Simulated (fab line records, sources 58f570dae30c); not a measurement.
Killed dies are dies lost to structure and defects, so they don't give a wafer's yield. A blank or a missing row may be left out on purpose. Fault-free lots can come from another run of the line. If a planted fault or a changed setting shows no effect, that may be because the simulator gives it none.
Split-lot experiment	flow berkeley cmos170	on a route of 331 steps: 5 lots, 23 wafers read

THE SPLIT
At UCB170_SCREENOX_OXIDATION_01 (target thk 14.4 nm, ox time 2400 s), the setting temp c was moved away from the recipe's 900 C on 15 of the 23 wafers read, by -2.4% to +1.1%. For the rest of the wafers, this setting stayed at what the recipe calls for.

Split to reading: the file shows no intervening step.

THE READING
SCREENOX_OXIDE_THK (nm), taken at UCB170_SCREENOX_THK_MEAS_02. Typical for fault-free wafers on this fab line: 14.3 nm, with standard deviation 0.36 nm.

wafer	tool, chamber at the split	temp c as run, C	against the recipe	SCREENOX_OXIDE_THK, nm	against lot-mates on the recipe
L076.1	-, -	910.3	+1.1%	16.1	no lot-mate on the recipe
L076.2	-, -	910.3	+1.1%	16.2	no lot-mate on the recipe
L076.3	-, -	910.3	+1.1%	16.4	no lot-mate on the recipe
L076.4	-, -	910.3	+1.1%	16.2	no lot-mate on the recipe
L076.6	-, -	910.3	+1.1%	16.2	no lot-mate on the recipe
L077.1	-, -	900	recipe	14.3	-
L077.2	-, -	900	recipe	14.6	-
L077.3	-, -	900	recipe	14.3	-
L077.4	-, -	900	recipe	14.5	-
L077.6	-, -	900	recipe	14.4	-
L079.1	-, -	878.1	-2.4%	10.8	no lot-mate on the recipe
L079.2	-, -	878.1	-2.4%	10.7	no lot-mate on the recipe
L079.4	-, -	878.1	-2.4%	10.5	no lot-mate on the recipe
L079.5	-, -	878.1	-2.4%	10.7	no lot-mate on the recipe
L079.6	-, -	878.1	-2.4%	10.8	no lot-mate on the recipe
L081.1	-, -	893.2	-0.8%	13.1	no lot-mate on the recipe
L081.2	-, -	893.2	-0.8%	13.3	no lot-mate on the recipe
L081.4	-, -	893.2	-0.8%	13.1	no lot-mate on the recipe
L081.5	-, -	893.2	-0.8%	13.3	no lot-mate on the recipe
L081.6	-, -	893.2	-0.8%	13.1	no lot-mate on the recipe
L083.1	furnace-02, 0	900	recipe	14.2	-
L083.5	furnace-02, 0	900	recipe	14.0	-
L083.6	furnace-02, 0	900	recipe	13.9	-

FIT RESULTS
A straight line over all 23 wafers: SCREENOX_OXIDE_THK changes by +1.53 nm for each +1% of temp c; r = +1.00; the points scatter about the line by 0.18 nm.
Too few moved wafers have a lot-mate on the recipe to fit a line with each lot's own level taken away.

THE WHOLE CHAIN: every reading that the file lists as answering this split, in the file's order
step	what it does	reading	change (the file's fit)	r (the file's)
UCB170_SCREENOX_OXIDATION_01	target thk 14.4 nm, ox time 2400 s	SiO2_of_SCREENOX_OXIDATION_01.thk nm (the simulator's own value, which no gauge read)	+1.52 nm for each +1% of the setting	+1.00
UCB170_SCREENOX_THK_MEAS_02		SCREENOX_OXIDE_THK	+1.52 for each +1% of the setting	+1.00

THE FILE'S OWN FIT
SCREENOX_OXIDE_THK changes by +1.52 nm for each +1% of temp c, r = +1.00.
